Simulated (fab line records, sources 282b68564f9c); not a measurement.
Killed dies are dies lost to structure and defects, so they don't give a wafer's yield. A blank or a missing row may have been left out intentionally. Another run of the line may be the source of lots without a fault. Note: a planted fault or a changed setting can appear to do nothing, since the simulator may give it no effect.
fab line records	flow ritCmos
record lots=6	wafers=18	lastDay=6
route steps=202 shown PWELL@49 WELLDRIVE@50 NWELL@51 NRETRO@53 PRETRO@64 M1@202
lots that met no fault: taken from a fault-free run of the same line
startH: hours from the record's first day to the start of the lot's first wafer shown	waitH: hours from the lot's prior step to this one	" the same as in the row above	L1.1+2: a row that stands for several wafers	- no value, or no start was given	* or withheld: withheld	< > ~ a bound
route shown NAME@n: names a module that has steps shown in the file, with the first one's number in the route	usual: mean/standard deviation of fault-free wafers	same: alike in all rows	chamber/n: place in a boat	sites: the reading at each site	_std_site: the values' standard deviation	_edge_site: inner sites' mean taken away from outer sites' mean	radiusMm: for every site, how far away it sits from the centre of the wafer	mask NAME#n: copy n	behind: the tool/chamber that last shaped the wafer	hold: what put the lot on hold/how long, in hours/how the hold closed	device: the transistor (n, p or np) that didn't switch	end of line: the tests these same wafers got at the end of their route	a step without rows: its recipe alone	killed: the dies lost at the first sort to structure and to defects; this is not the yield of the wafer	map: a wafer's dies, marking killed ones x, the rest . and places with no die _
set.NAME: the setting as run; set.NAME@STEP: as run at that earlier step	model.NAME: the simulator's own value behind a step, which no gauge read
lots seen at some steps along the route; tables by step, rows by wafer
services: from which hour (startH, from the record's first day; less than 0 if before it) a tool's chamber was out of use, for how many hours, and why
## steps
# step RIT_PWELL_TW_MEAS_10
# usual PWELL_TW=955/9.8
lot.wafer	tool	chamber	startH	waitH	PWELL_TW
L583.1	filmMetro-01	-	26.64	0.1	961
L583.3	"	-	"	"	953
L583.4	"	-	"	"	958
L584.3	filmMetro-01	-	30.50	0.1	948
L584.4	"	-	"	"	955
L584.5	"	-	"	"	952
L592.4	filmMetro-02	-	72.07	0.1	938
L592.5	"	-	"	"	938
L592.6	"	-	"	"	944
L593.1	filmMetro-01	-	75.22	0.1	956
L593.2	"	-	"	"	954
L593.6	"	-	"	"	957
L597.1	filmMetro-04	-	93.97	0.1	959
L597.3	"	-	"	"	962
L597.5	"	-	"	"	960
L598.3	filmMetro-02	-	99.92	0.1	943
L598.4	"	-	"	"	949
L598.5	"	-	"	"	944
# step RIT_WELLDRIVE_ANNEAL_00
# recipe tempC=1100	timeS=14700	ambient=N2
# step RIT_WELLDRIVE_RS_MEAS_01
# recipe thkMeasGauge=four-point-probe
# usual NWELL_RS=275.3/0.83
lot.wafer	tool	chamber	startH	waitH	NWELL_RS[ohm/sq]
L583.1	filmMetro-02	-	31.78	0.0	276.7
L583.3	"	-	"	"	276.1
L583.4	"	-	"	"	276.6
L584.3	filmMetro-01	-	36.90	0.0	275.3
L584.4	"	-	"	"	274.3
L584.5	"	-	"	"	274.7
L592.4	filmMetro-02	-	77.46	0.1	276.4
L592.5	"	-	"	"	275.4
L592.6	"	-	"	"	275.7
L593.1	filmMetro-02	-	80.63	0.0	275.6
L593.2	"	-	"	"	275.9
L593.6	"	-	"	"	275.8
L597.1	filmMetro-04	-	99.11	0.0	275.2
L597.3	"	-	"	"	275.8
L597.5	"	-	"	"	274.7
L598.3	filmMetro-02	-	105.08	0.0	273.8
L598.4	"	-	"	"	274.9
L598.5	"	-	"	"	274.4
# step RIT_WELLDRIVE_RS_MEAS_02
# recipe thkMeasGauge=four-point-probe
# usual PWELL_RS=431.5/1.2
lot.wafer	tool	chamber	startH	waitH	PWELL_RS[ohm/sq]
L583.1	filmMetro-02	-	31.90	0.1	433.9
L583.3	"	-	"	"	432.9
L583.4	"	-	"	"	433.3
L584.3	filmMetro-01	-	37.02	0.1	430.6
L584.4	"	-	"	"	431.8
L584.5	"	-	"	"	432.2
L592.4	filmMetro-02	-	77.58	0.1	432.8
L592.5	"	-	"	"	431.2
L592.6	"	-	"	"	431.2
L593.1	filmMetro-02	-	80.75	0.1	431.5
L593.2	"	-	"	"	432.7
L593.6	"	-	"	"	431.3
L597.1	filmMetro-04	-	99.23	0.1	431.8
L597.3	"	-	"	"	432.1
L597.5	"	-	"	"	432.5
L598.3	filmMetro-02	-	105.20	0.1	431.8
L598.4	"	-	"	"	431.5
L598.5	"	-	"	"	430.4
# step RIT_NRETRO_HMDS_00
# recipe primeTimeS=60	primeTempC=140
# step RIT_NRETRO_COAT_01
# recipe resist=NOVOLAK	spinRpm=2000	resistThkNm=1300
# step RIT_NRETRO_SOFTBAKE_02
# recipe resist=NOVOLAK	tempC=90	timeS=60
# step RIT_NRETRO_EXPOSE_03
# recipe maskId=M4	na=0.57	targetCdNm=43900	doseMj=250
# step RIT_NRETRO_PEB_04
# recipe resist=NOVOLAK	tempC=withheld	timeS=withheld
# step RIT_NRETRO_DEVELOP_05
# recipe resist=NOVOLAK	developTimeS=68	devTempC=23
# step RIT_NRETRO_OVL_MEAS_06
# usual NRETRO_OVL=0.8/1.3
lot.wafer	tool	chamber	startH	waitH	NRETRO_OVL[nm]
L583.1	overlay-01	-	33.05	-	-1.3
L583.3	"	-	"	"	0.3
L583.4	"	-	"	"	-0.4
L584.3	overlay-01	-	38.23	-	2.9
L584.4	"	-	"	"	1.6
L584.5	"	-	"	"	2.6
L592.4	overlay-02	-	78.66	-	-0.8
L592.5	"	-	"	"	-1.6
L592.6	"	-	"	"	-0.6
L593.1	overlay-01	-	81.87	-	1.8
L593.2	"	-	"	"	1.1
L593.6	"	-	"	"	1.8
L597.1	overlay-01	-	100.23	-	1.2
L597.3	"	-	"	"	1.3
L597.5	"	-	"	"	2.0
L598.3	overlay-01	-	106.41	-	-0.1
L598.4	"	-	"	"	0.2
L598.5	"	-	"	"	0.9
# step RIT_NRETRO_HARDBAKE_07
# recipe resist=NOVOLAK	tempC=140	timeS=120
# step RIT_NRETRO_IMPLANT_08
# recipe species=P	energyKev=70.94	doseCm2=1e+13	tiltDeg=7
# usual doseIonsCm2=1.0002e+13/1e+10	faradayCurrentUA=31.7/0.59
lot.wafer	tool	chamber	startH	waitH	doseIonsCm2	faradayCurrentUA
L583.1	implanter-04	0	33.33	0.2	1.0022e+13	30.6
L583.3	"	0	"	"	1.0006e+13	32.6
L583.4	"	0	"	"	1.0005e+13	32.2
L584.3	implanter-01	0	38.56	0.2	1.0017e+13	32.5
L584.4	"	0	"	"	1.0009e+13	31.3
L584.5	"	0	"	"	9.998e+12	30.6
L592.4	implanter-01	0	79.00	0.2	8.306e+12	25.5
L592.5	"	0	"	"	8.317e+12	27.5
L592.6	"	0	"	"	8.308e+12	25.8
L593.1	implanter-01	0	82.16	0.2	8.292e+12	25.9
L593.2	"	0	"	"	8.297e+12	26.9
L593.6	"	0	"	"	8.316e+12	26.2
L597.1	implanter-03	0	100.52	0.2	1.0001e+13	32.0
L597.3	"	0	"	"	1.0003e+13	32.1
L597.5	"	0	"	"	9.993e+12	31.4
L598.3	implanter-04	0	106.73	0.2	9.996e+12	31.4
L598.4	"	0	"	"	1.0006e+13	31.2
L598.5	"	0	"	"	1.0002e+13	32.7
# step RIT_NRETRO_STRIP_09
# recipe chemistry=O2	timeS=180	resist=NOVOLAK	platenTempC=withheld	powerW=500	pressureMtorr=4000	o2FlowSccm=4000
# usual drypumpMotorCurrentA=5.7/0.63
lot.wafer	tool	chamber	startH	waitH	drypumpMotorCurrentA	rfHoursCounterH
L583.1	plasmaAsher-04	0	33.48	0.1	5.8	40
L583.3	"	0	"	"	5.8	-
L583.4	"	1	"	"	6.9	-
L584.3	plasmaAsher-01	1	38.72	0.1	5.1	-
L584.4	"	0	"	"	5.8	-
L584.5	"	1	"	"	5.1	-
L592.4	plasmaAsher-01	0	79.14	0.1	5.8	-
L592.5	"	0	"	"	5.8	-
L592.6	"	1	"	"	5.1	-
L593.1	plasmaAsher-01	1	82.31	0.1	5.1	28
L593.2	"	0	"	"	5.8	28
L593.6	"	1	"	"	5.1	-
L597.1	plasmaAsher-01	1	100.67	0.1	5.1	30
L597.3	"	1	"	"	5.1	-
L597.5	"	0	"	"	5.8	-
L598.3	plasmaAsher-03	0	106.89	0.1	5.1	-
L598.4	"	1	"	"	5.2	-
L598.5	"	1	"	"	5.1	-
# step RIT_NRETRO_TW_MEAS_10
# usual NRETRO_TW=1058/9.5
lot.wafer	tool	chamber	startH	waitH	NRETRO_TW
L583.1	filmMetro-03	-	33.66	0.1	1055
L583.3	"	-	"	"	1056
L583.4	"	-	"	"	1055
L584.3	filmMetro-02	-	38.85	0.1	1049
L584.4	"	-	"	"	1051
L584.5	"	-	"	"	1051
L592.4	filmMetro-03	-	79.28	0.1	999
L592.5	"	-	"	"	1000
L592.6	"	-	"	"	997
L593.1	filmMetro-04	-	82.49	0.1	1004
L593.2	"	-	"	"	1011
L593.6	"	-	"	"	1009
L597.1	filmMetro-02	-	100.84	0.1	1050
L597.3	"	-	"	"	1050
L597.5	"	-	"	"	1051
L598.3	filmMetro-02	-	107.03	0.1	1046
L598.4	"	-	"	"	1051
L598.5	"	-	"	"	1053
# step RIT_PRETRO_HMDS_00
# recipe primeTimeS=60	primeTempC=140
# step RIT_M1_PROBE_99
# usual killedAtContacts=0.0/0.16	killedAtFrontEnd=7.1/2.7	killedDies=7.2/2.7	killedOpen=3.5/1.9	killedShort=3.6/1.9
# same grossDies=264	killed_at_M0_to_M3=0	killed_at_M4_up=0	killedAtBackSide=0	killedAtOther=0
lot.wafer	tool	chamber	startH	waitH	killedAtContacts	killedAtFrontEnd	killedDies	killedOpen	killedShort	model.etest.pmosNarrow.driveUaUm	model.etest.pmos_0p3.driveUaUm	model.etest.wellEdgeLeft.lineOhmUm	model.etest.wellEdgeRight.lineOhmUm	model.etest.pmos_0p15.offLog10AUm	model.etest.retroEdgePmos.offLog10AUm	model.etest.pmosNarrow.offLog10AUm	model.etest.pmos_0p3.offLog10AUm
L583.1	prober-02	-	63.34	0.1	0	9	9	5	4	109.1	109.3	182.6	185	-10.22	-10.2	-12.43	-12.68
L583.3	prober-02	-	63.44	0.2	0	3	3	0	3	106.8	106.9	185.3	184.5	-10.28	-10.12	-12.49	-12.65
L583.4	prober-02	-	63.49	0.2	0	6	6	2	4	105.6	104.9	185.2	183.5	-10.48	-10.38	-12.6	-12.62
L584.3	prober-01	-	67.00	0.2	0	3	3	3	0	102.8	101	182.3	182.3	-10.4	-10.3	-12.92	-12.86
L584.4	prober-01	-	67.05	0.2	0	9	9	5	4	102.5	101	182.8	182.6	-10.26	-10.15	-12.61	-12.89
L584.5	prober-01	-	67.10	0.2	0	5	5	2	3	103.2	99.97	184	178.1	-10.46	-10.29	-12.68	-12.81
L592.4	prober-01	-	110.24	0.2	0	7	7	3	4	106.9	105.2	185.6	185.7	-10.13	-10.04	-12.61	-12.62
L592.5	prober-01	-	110.29	0.2	0	10	10	5	5	106.2	105.4	183.2	183.9	-10.2	-10.24	-12.48	-12.6
L592.6	prober-01	-	110.34	0.2	1	3	4	1	3	104.4	104	183.9	184.8	-10.41	-10.32	-12.64	-12.78
L593.1	prober-02	-	112.45	0.1	0	7	7	6	1	108	106.2	187.1	185.8	-9.901	-9.775	-12.54	-12.58
L593.2	prober-02	-	112.50	0.1	0	6	6	6	0	108.4	104.9	184.9	186.9	-9.99	-9.802	-12.44	-12.77
L593.6	prober-02	-	112.70	0.2	0	7	7	1	6	105.4	103.7	187.9	183.7	-9.828	-9.602	-12.74	-12.78
L597.1	prober-02	-	131.42	0.1	0	8	8	6	2	102.8	102.4	183.3	179.5	-10.42	-10.23	-12.69	-12.84
L597.3	prober-02	-	131.52	0.2	0	6	6	3	3	100.6	99.13	182.3	182.7	-10.43	-10.49	-12.78	-12.97
L597.5	prober-02	-	131.62	0.2	0	6	6	3	3	105	102.8	178.8	180.7	-10.38	-10.41	-12.81	-12.84
L598.3	prober-01	-	136.64	0.2	0	6	6	3	3	98.94	98.73	179.7	179	-10.41	-10.27	-12.82	-13.06
L598.4	prober-01	-	136.69	0.2	0	8	8	3	5	102.3	101.7	179.3	182.6	-10.53	-10.33	-12.7	-12.88
L598.5	prober-01	-	136.74	0.2	0	4	4	2	2	100.2	99.43	179.3	182.1	-10.52	-10.26	-12.69	-12.81
# killed by level:class
L583.1 GATE:geometricParticle:open=2 GATE:geometricParticle:short=2 SPACER:geometricParticle:open=2 FOX2:geometricParticle:short=1 SILICIDE:geometricParticle:short=1 SILICIDE:geometricParticle:open=1
L583.3 GATE:geometricParticle:short=2 SILICIDE:geometricParticle:short=1
L583.4 REOX:geometricParticle:short=2 SILICIDE:geometricParticle:open=2 GATE:geometricParticle:short=1 SILICIDE:geometricParticle:short=1
L584.3 FOX2:geometricParticle:open=1 GATE:geometricParticle:open=1 REOX:geometricParticle:open=1
L584.4 GATE:geometricParticle:open=4 GATE:geometricParticle:short=3 FOX2:geometricParticle:short=1 FOX2:geometricParticle:open=1
L584.5 GATE:geometricParticle:short=2 REOX:geometricParticle:open=2 REOX:geometricParticle:short=1
L592.4 SPACER:geometricParticle:short=2 FOX1:geometricParticle:open=1 GATE:geometricParticle:open=1 GATE:geometricParticle:short=1 REOX:geometricParticle:open=1 REOX:geometricParticle:short=1
L592.5 GATE:geometricParticle:short=4 GATE:geometricParticle:open=3 FOX1:geometricParticle:open=2 SPACER:geometricParticle:short=1
L592.6 GATE:geometricParticle:short=1 GATE:geometricParticle:open=1 REOX:geometricParticle:short=1 CONTACT:geometricParticle:short=1
L593.1 FOX1:geometricParticle:open=2 SPACER:geometricParticle:open=2 GATE:geometricParticle:open=1 SILICIDE:geometricParticle:open=1 SILICIDE:geometricParticle:short=1
L593.2 FOX1:geometricParticle:open=3 GATE:geometricParticle:open=2 SPACER:geometricParticle:open=1
L593.6 GATE:geometricParticle:short=4 FOX1:geometricParticle:short=1 GATE:geometricParticle:open=1 SPACER:geometricParticle:short=1
L597.1 GATE:geometricParticle:open=4 GATE:geometricParticle:short=1 REOX:geometricParticle:open=1 SPACER:geometricParticle:open=1 SILICIDE:geometricParticle:short=1
L597.3 GATE:geometricParticle:open=1 REOX:geometricParticle:open=1 REOX:geometricParticle:short=1 SPACER:geometricParticle:open=1 SPACER:geometricParticle:short=1 SILICIDE:geometricParticle:short=1
L597.5 SPACER:geometricParticle:open=2 GATE:geometricParticle:short=1 REOX:geometricParticle:short=1 SPACER:geometricParticle:short=1 SILICIDE:geometricParticle:open=1
L598.3 SILICIDE:geometricParticle:open=2 GATE:geometricParticle:open=1 GATE:geometricParticle:short=1 SPACER:geometricParticle:short=1 SILICIDE:geometricParticle:short=1
L598.4 GATE:geometricParticle:short=3 REOX:geometricParticle:short=1 REOX:geometricParticle:open=1 SPACER:geometricParticle:open=1 SILICIDE:geometricParticle:short=1 SILICIDE:geometricParticle:open=1
L598.5 SILICIDE:geometricParticle:short=2 FOX1:geometricParticle:open=1 SPACER:geometricParticle:open=1
## services
tool	chamber	startH	hours	kind
implanter-01	-	28.41	5.5	pm
plasmaAsher-01	-	40.98	2.3	repair
implanter-01	-	105.08	2.3	pm
## key
firstSign step=RIT_NRETRO_IMPLANT_08	reading=doseIonsCm2	direction=down	sigmas=99+	usual=1.0002e+13	struck=8.306e+12
effect step=RIT_NRETRO_IMPLANT_08	reading=faradayCurrentUA	direction=down	sigmas=9.1	usual=31.7	struck=26.3
effect step=RIT_NRETRO_TW_MEAS_10	reading=NRETRO_TW	direction=down	sigmas=5.7	usual=1058	struck=1003
modelEffect step=RIT_M1_PROBE_99	value=etest.pmosNarrow.driveUaUm	without=100	struck=106.6
metAt RIT_NRETRO_IMPLANT_08
struckWafers L592.4,L592.5,L592.6,L593.1,L593.2,L593.6
testerLeftOut L592,L593
onsetBetween 38.56 79.00
fault kind=processParameterDrift	tool=implanter-01	chamber=-	onsetH=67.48	steps=RIT_NRETRO_IMPLANT_08	channel=doseCm2	offset=-1.7e+12	shape=step	endH=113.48	actsIn=theseRecipesOnly	stated=1e+13
# testerLeftOut: of these lots the tester's yield and bins aren't shown, on N5 and GAA mostly nor the transistor test; their killed dies are dies lost to structure and defects alone, not to doping, threshold or leakage, so they don't give the yield
